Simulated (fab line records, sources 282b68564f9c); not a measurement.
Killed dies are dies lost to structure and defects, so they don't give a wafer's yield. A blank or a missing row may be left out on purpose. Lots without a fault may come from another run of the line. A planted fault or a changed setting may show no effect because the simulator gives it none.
A struck lot beside a sound one | flow rit_cmos | 19 steps out of a route of 202
Sound: wafers L240.3, L240.4, L240.5. Struck: wafers L259.1, L259.3, L259.5. The cause comes at the end.
At each step with rows: each side's tool, then ch and its chambers, then its first start. Under that, the readings that differ: sound wafers | struck wafers | difference of the means | sigmas: that difference in standard deviations of wafers without a fault.
alike: readings whose means differ by less than 2 such deviations, and words and numbers that are the same on both sides. not compared: withheld readings, readings that some wafer has no value for, bounds like >300 that may hide the same value, and numbers for which the record gives no deviation and whose values overlap.
The two part at a step that has a row with sigmas, a row that says differs or no value, or rows on one side only. Numbers that don't overlap but have no deviation are shown without sigmas and don't part them. A reading that every wafer of one side lacks parts them only if that side has two wafers or more.

first, 4 steps without rows for these wafers: RIT_PSD_SOFTBAKE_02 (time 60 s); RIT_PSD_EXPOSE_03 (exposes mask M10, target cd 40900 nm); RIT_PSD_PEB_04; RIT_PSD_DEVELOP_05 (develop time 50 s).
RIT_PSD_OVL_MEAS_06:
  sound on overlay-01, day 3 11:50; struck on overlay-02, day 7 18:22
  alike: PSD_OVL
then, 2 steps without rows for these wafers: RIT_PSD_HARDBAKE_07 (time 60 s); RIT_PSD_IMPLANT_08.
RIT_PSD_STRIP_09: strips in O2, time 180 s.
  sound on plasma_asher-01 ch 0,1, day 3 12:13; struck on plasma_asher-04 ch 0,1, day 7 18:46
  alike: drypump_motor_current_A, rf_refl_power_W
  not compared: rf_hours_counter_h
RIT_PSD_TW_MEAS_10:
  sound on film_metro-03, day 3 12:21; struck on film_metro-02, day 7 18:57
  alike: PSD_TW
then, 3 steps without rows for these wafers: RIT_SDANNEAL_CLEAN_00 (cleans in SC1, time 600 s); RIT_SDANNEAL_CLEAN_01 (cleans in dHF, time 30 s); RIT_SDANNEAL_CLEAN_02 (cleans in SC2, time 612.6 s).
RIT_SDANNEAL_RTA_03: time 5 s.
  sound on rtp_anneal-02 ch 0, day 3 12:53; struck on rtp_anneal-01 ch 0, day 7 19:33
  alike: wafer_temp_C_max
RIT_SDANNEAL_RS_MEAS_04: measures by four-point-probe.
  sound on film_metro-03, day 3 12:58; struck on film_metro-03, day 7 19:37
  reading         | sound                | struck            | difference | sigmas
  PSD_RS (ohm/sq) | 116.27 116.54 116.18 | 97.91 97.53 98.06 | -18.50     | -71
RIT_SDANNEAL_RS_MEAS_05: measures by four-point-probe.
  sound on film_metro-03, day 3 13:05; struck on film_metro-03, day 7 19:44
  reading         | sound             | struck            | difference | sigmas
  NSD_RS (ohm/sq) | 84.40 84.38 84.31 | 81.25 81.54 81.52 | -2.93      | -11
RIT_SDANNEAL_RS_MEAS_06: measures by four-point-probe.
  sound on film_metro-03, day 3 13:12; struck on film_metro-03, day 7 19:51
  reading          | sound             | struck            | difference | sigmas
  PLDD_RS (ohm/sq) | 177.8 177.7 178.2 | 159.5 159.8 160.4 | -18.0      | -36
RIT_SDANNEAL_RS_MEAS_07: measures by four-point-probe.
  sound on film_metro-03, day 3 13:19; struck on film_metro-03, day 7 19:58
  reading          | sound             | struck            | difference | sigmas
  NLDD_RS (ohm/sq) | 151.7 152.1 152.1 | 149.7 149.2 149.7 | -2.4       | -5
then, 1 step without rows for these wafers: RIT_SILICIDE_WET_ETCH_00 (etches SiO2 in BOE, target depth 14 nm, time 15 s).
RIT_M1_PROBE_99:
  sound on prober-01, day 3 20:32; struck on prober-02, day 8 02:59
  alike: killed_at_contacts, killed_at_front_end, killed_dies, killed_open, killed_short

WHERE THEY PART
First at RIT_SDANNEAL_RS_MEAS_04; last, within this record, at RIT_SDANNEAL_RS_MEAS_07. Later steps at which nothing parts them and some readings are alike: RIT_M1_PROBE_99.

WHY: what the simulator had put in
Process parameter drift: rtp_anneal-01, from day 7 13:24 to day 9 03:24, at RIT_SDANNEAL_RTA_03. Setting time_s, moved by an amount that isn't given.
